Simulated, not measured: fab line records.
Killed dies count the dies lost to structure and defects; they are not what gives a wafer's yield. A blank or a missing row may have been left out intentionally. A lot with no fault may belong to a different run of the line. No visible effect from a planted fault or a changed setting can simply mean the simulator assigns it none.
Chamber matching    flow berkeleyCmos170    UCB170_PWELL_ETCH_14 on rieDiel-01: 4 sister chambers
The step etches Si3N4 in CH3F/Ar/O2, stops on SiO2, target depth 242 nm, time 151 s. 16 wafers are shown with their chamber, then 8 later ones without.

## WAFERS WITH THEIR CHAMBER
wafer   chamber  throttleValvePct (%)  drypumpMotorCurrentA (A)  oesProductAu (a.u.)
L449.2  1        7.80                  5.3                       0.966
L449.4  3        8.13                  6.3                       0.949
L449.5  2        7.88                  6.6                       0.964
L454.2  0        8.16                  6.7                       0.923
L454.4  2        7.88                  6.6                       0.967
L454.5  2        7.88                  6.6                       0.957
L457.2  2        7.90                  6.6                       0.967
L457.5  2        7.89                  6.6                       0.967
L457.6  1        7.81                  5.3                       0.961
L458.2  0        8.16                  6.7                       0.930
L458.3  3        8.14                  6.3                       0.948
L458.4  1        7.80                  5.3                       0.957
L461.4  2        7.89                  6.6                       0.944
L461.5  3        8.12                  6.2                       0.936
L461.6  0        8.16                  6.6                       0.916
L462.2  3        8.14                  6.3                       0.951

SIGNATURES (means of the wafers above)
reading               chamber 0  chamber 1  chamber 2  chamber 3  scatter within a chamber
throttleValvePct      8.1600     7.8033     7.8867     8.1325     0.0075
drypumpMotorCurrentA  6.667      5.300      6.600      6.275      0.0344
oesProductAu          0.92300    0.96133    0.96100    0.94600    0.00763
Rule: distance of a wafer from a chamber = root of the sum over the readings of ((wafer's reading minus chamber's mean) / reading's scatter) squared. The wafer belongs to the nearest chamber; if the next one is less than 2 further off, it can't be placed. The scatter: take each reading less its chamber's mean, square it, sum over the shown wafers, divide by the number of wafers less the number of chambers, and take the root.

## WAFERS MISSING THEIR CHAMBER
wafer   throttleValvePct (%)  drypumpMotorCurrentA (A)  oesProductAu (a.u.)
L462.3  7.89                  6.7                       0.957
L462.6  8.13                  6.3                       0.954
L465.2  8.13                  6.3                       0.963
L465.4  7.89                  6.6                       0.974
L465.5  8.13                  6.3                       0.965
L470.3  7.88                  6.6                       0.965
L470.4  7.82                  5.3                       0.962
L470.6  7.90                  6.6                       0.960

## EACH ONE'S CHAMBER
wafer   from the rows above  in truth
L462.3  2                    2
L462.6  3                    3
L465.2  3                    3
L465.4  2                    2
L465.5  3                    3
L470.3  2                    2
L470.4  1                    1
L470.6  2                    2
Correctly placed: 8 of 8. From these rows, 0 cannot be placed. Wrongly placed: 0.
